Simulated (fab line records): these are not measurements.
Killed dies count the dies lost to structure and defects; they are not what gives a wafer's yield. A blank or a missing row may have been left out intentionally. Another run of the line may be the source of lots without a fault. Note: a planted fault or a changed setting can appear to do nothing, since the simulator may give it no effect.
Split-lot trial	flow rit_cmos	23 wafers read across 5 lots, on a route 202 steps long

## SPLIT DETAILS
At RIT_NRETRO_IMPLANT_08, the setting energy_kev was moved away from the recipe's 70 on 8 of the 23 wafers read, by -2.3% to +5.6%. For the rest of the wafers, this setting stayed at what the recipe calls for.

Reading taken at the split's own step.

## THE READING
In nm, at RIT_NRETRO_IMPLANT_08: implant.drp_nm, which is the simulator's own figure and was read by no gauge. The file does not state a usual value for it.

wafer	tool, chamber at the split	energy_kev as run	against the recipe	implant.drp_nm, nm	against lot-mates on the recipe
L074.1	implanter-03, 0	70	recipe	33.94	-
L074.2	implanter-03, 0	70	recipe	33.94	-
L074.3	implanter-03, 0	70	recipe	33.94	-
L074.4	implanter-03, 0	70	recipe	33.94	-
L074.6	implanter-03, 0	70	recipe	33.94	-
L076.2	implanter-01, 0	70	recipe	33.94	-
L076.4	implanter-01, 0	70	recipe	33.94	-
L076.6	implanter-01, 0	70	recipe	33.94	-
L078.1	implanter-03, 0	70	recipe	33.94	-
L078.2	implanter-03, 0	70	recipe	33.94	-
L078.3	implanter-03, 0	70	recipe	33.94	-
L078.4	implanter-03, 0	73.65	+5.2%	35.42	+1.48
L078.5	implanter-03, 0	73.65	+5.2%	35.42	+1.48
L079.1	implanter-03, 0	70	recipe	33.94	-
L079.2	implanter-03, 0	70	recipe	33.94	-
L079.4	implanter-03, 0	73.89	+5.6%	35.51	+1.57
L079.5	implanter-03, 0	73.89	+5.6%	35.51	+1.57
L079.6	implanter-03, 0	73.89	+5.6%	35.51	+1.57
L083.1	implanter-03, 0	68.41	-2.3%	33.28	-0.66
L083.3	implanter-03, 0	68.41	-2.3%	33.28	-0.66
L083.5	implanter-03, 0	68.41	-2.3%	33.28	-0.66
L083.2	implanter-03, 0	70	recipe	33.94	-
L083.4	implanter-03, 0	70	recipe	33.94	-

FIT RESULTS
A straight line over all 23 wafers: implant.drp_nm changes by +0.284 nm for each +1% of energy_kev; r = +1.00; the points scatter about the line by 0.0056 nm.
The same after taking each lot's own level away (the mean of its wafers on the recipe; 23 wafers): +0.284 nm for each +1%; r = +1.00; scatter 0.0056 nm.
The reading moves by 1.6 nm for the largest change in energy_kev, on that fit.
The lots' own levels span 33.940 to 33.940 nm.
Consequently the slope shifts little with the lot-to-lot level, the two slopes agreeing.
Check: with one of the wafers moved furthest among these (+5.6%) left out of the fit, the line predicts +1.58 nm for it against its lot-mates. Against them it came out at +1.57 nm.

## OTHER SPLITS ON THESE WAFERS
These wafers also went through other splits before the reading. Each is held against what the fit with the lots' levels taken away leaves over:
other split on the same wafers	wafers away from the commonest value	r with implant.drp_nm (lot level and that fit taken away)
RIT_ACTIVE_CVD_03 temp_c	10	-0.40
RIT_ACTIVE_HARDBAKE_12 temp_c	7	-0.18
RIT_PWELL_IMPLANT_08 energy_kev	6	-0.16
RIT_NRETRO_COAT_01 spin_rpm	10	+0.08

## THE WHOLE CHAIN: every reading that the file lists as answering this split, in the file's order
step	what it does	reading	change (the file's fit)	r (the file's)
RIT_NRETRO_IMPLANT_08		implant.rp_nm (the simulator's own value, which no gauge read)	+0.883 nm for each +1% of the setting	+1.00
RIT_NRETRO_IMPLANT_08		implant.drp_nm (the simulator's own value, which no gauge read)	+0.284 nm for each +1% of the setting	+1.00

## FILE'S OWN FIT
implant.drp_nm changes by +0.284 nm for each +1% of energy_kev, r = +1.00.
